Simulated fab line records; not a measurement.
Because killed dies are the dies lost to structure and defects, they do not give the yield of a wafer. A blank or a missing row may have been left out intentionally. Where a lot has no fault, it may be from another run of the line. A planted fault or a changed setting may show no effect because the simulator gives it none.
Split-lot trial | flow berkeley cmos170 | 23 wafers read across 5 lots, on a route 331 steps long

## SPLIT DETAILS
At UCB170_WELLDRIVE_OXIDATION_01 (target thk 199 nm, ox time 9000 s), the setting temp c was moved away from the recipe's 1100 C on 20 of the 23 wafers read, by -2.3% to +2.9%. All remaining wafers had this setting at the recipe value.

Split to reading: the file shows no intervening step.

## THE READING
WELLDRIVE_OXIDE_THK (nm), taken at UCB170_WELLDRIVE_THK_MEAS_02. A value of 203 nm with a standard deviation of 3.3 nm is what fault-free wafers of this fab line usually give.

wafer  | tool, chamber at the split | temp c as run, C | against the recipe | WELLDRIVE_OXIDE_THK, nm | against lot-mates on the recipe
L075.1 | -, -                       | 1125             | +2.3%              | 225                     | no lot-mate on the recipe
L075.2 | -, -                       | 1125             | +2.3%              | 228                     | no lot-mate on the recipe
L075.4 | -, -                       | 1125             | +2.3%              | 223                     | no lot-mate on the recipe
L075.5 | -, -                       | 1125             | +2.3%              | 227                     | no lot-mate on the recipe
L075.6 | -, -                       | 1125             | +2.3%              | 226                     | no lot-mate on the recipe
L076.1 | -, -                       | 1091             | -0.8%              | 196                     | no lot-mate on the recipe
L076.2 | -, -                       | 1091             | -0.8%              | 198                     | no lot-mate on the recipe
L076.3 | -, -                       | 1091             | -0.8%              | 196                     | no lot-mate on the recipe
L076.4 | -, -                       | 1091             | -0.8%              | 195                     | no lot-mate on the recipe
L076.5 | -, -                       | 1091             | -0.8%              | 198                     | no lot-mate on the recipe
L079.1 | -, -                       | 1075             | -2.3%              | 175                     | no lot-mate on the recipe
L079.3 | -, -                       | 1075             | -2.3%              | 177                     | no lot-mate on the recipe
L079.4 | -, -                       | 1075             | -2.3%              | 175                     | no lot-mate on the recipe
L079.5 | -, -                       | 1075             | -2.3%              | 175                     | no lot-mate on the recipe
L079.6 | -, -                       | 1075             | -2.3%              | 175                     | no lot-mate on the recipe
L080.1 | -, -                       | 1132             | +2.9%              | 237                     | no lot-mate on the recipe
L080.3 | -, -                       | 1132             | +2.9%              | 232                     | no lot-mate on the recipe
L080.4 | -, -                       | 1132             | +2.9%              | 232                     | no lot-mate on the recipe
L080.5 | -, -                       | 1132             | +2.9%              | 236                     | no lot-mate on the recipe
L080.6 | -, -                       | 1132             | +2.9%              | 231                     | no lot-mate on the recipe
L084.1 | furnace-02, 0              | 1100             | recipe             | 199                     | -
L084.2 | furnace-02, 0              | 1100             | recipe             | 197                     | -
L084.3 | furnace-02, 0              | 1100             | recipe             | 199                     | -

THE FIT
A straight line over all 23 wafers: WELLDRIVE_OXIDE_THK changes by +10.9 nm for each +1% of temp c; r = +0.99; the points scatter about the line by 2.9 nm.
Too few moved wafers have a lot-mate on the recipe to fit a line with each lot's own level taken away.

## THE WHOLE CHAIN: every reading that the file lists as answering this split, in the file's order
step                          | what it does                      | reading                                                                                | change (the file's fit)              | r (the file's)
UCB170_WELLDRIVE_OXIDATION_01 | target thk 199 nm, ox time 9000 s | SiO2_of_WELLDRIVE_OXIDATION_01.thk nm (the simulator's own value, which no gauge read) | +10.9 nm for each +1% of the setting | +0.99
UCB170_WELLDRIVE_THK_MEAS_02  |                                   | WELLDRIVE_OXIDE_THK                                                                    | +10.9 for each +1% of the setting    | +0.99

## FILE'S OWN FIT
WELLDRIVE_OXIDE_THK changes by +10.9 nm for each +1% of temp c, r = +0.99.
